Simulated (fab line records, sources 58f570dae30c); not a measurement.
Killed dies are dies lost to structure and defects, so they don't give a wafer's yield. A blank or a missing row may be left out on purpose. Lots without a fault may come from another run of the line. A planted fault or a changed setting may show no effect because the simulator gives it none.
Which tool did it? | flow berkeley_cmos170 | 6 lots, 17 wafers sampled, at 3 steps of a route of 331

WHAT THE GAUGES READ, wafer by wafer
UCB170_M2_CD_MEAS_90: target cd 700 nm.
lot  | measured     | on        | cd_nm (nm)
L651 | day 7 18:40  | cd_sem-01 | 699 696 700
L655 | day 8 13:09  | cd_sem-02 | 702 700 700
L659 | day 9 22:55  | cd_sem-02 | 695 692 700
L665 | day 11 00:43 | cd_sem-01 | 699 700 698
L666 | day 11 04:52 | cd_sem-02 | 699 700 704
L671 | day 11 22:49 | cd_sem-01 | 702 704

WHICH TOOL RAN EACH LOT (tool, then ch and the chambers of the sampled wafers, then the start)
lot  | UCB170_SDANNEAL_RTA_01           | UCB170_M2_STRIP_08
L651 | rtp_anneal-01 ch 0, day 6 19:21  | wet_bench-02 ch 0, day 7 15:53
L655 | rtp_anneal-01 ch 0, day 7 19:58  | wet_bench-03 ch 1, day 8 11:07
L659 | rtp_anneal-02 ch 0, day 8 22:20  | wet_bench-02 ch 3, day 9 19:31
L665 | rtp_anneal-02 ch 0, day 10 01:07 | wet_bench-02 ch 2, day 10 22:20
L666 | rtp_anneal-01 ch 0, day 10 11:09 | wet_bench-02 ch 3, day 11 03:21
L671 | rtp_anneal-02 ch 0, day 11 02:59 | wet_bench-02 ch 3, day 11 20:05
- UCB170_SDANNEAL_RTA_01: time 5 s.
- UCB170_M2_STRIP_08: strips KrF in DMSO, time 600 s.

THE ANSWER, worked out from the rows above alone
Rule: what is usual is taken from the lots themselves. Put in order of their means at a reading, lots are off if they are a third of the lots or fewer, leave a main group of 4 or more, and stand apart from it by a gap of 3 or more times the standard deviation of the main group's means; of several such gaps the widest counts. A main group whose means are all the same, to the digits that the tables above print for the reading, isn't used. A lot without any number at a reading at which 4 lots or more have one is off too. The other lots that the step has rows for count as sound.
No lot is off at any reading shown: from this, nothing can be told.

WHAT THE SIMULATOR HAD PUT IN
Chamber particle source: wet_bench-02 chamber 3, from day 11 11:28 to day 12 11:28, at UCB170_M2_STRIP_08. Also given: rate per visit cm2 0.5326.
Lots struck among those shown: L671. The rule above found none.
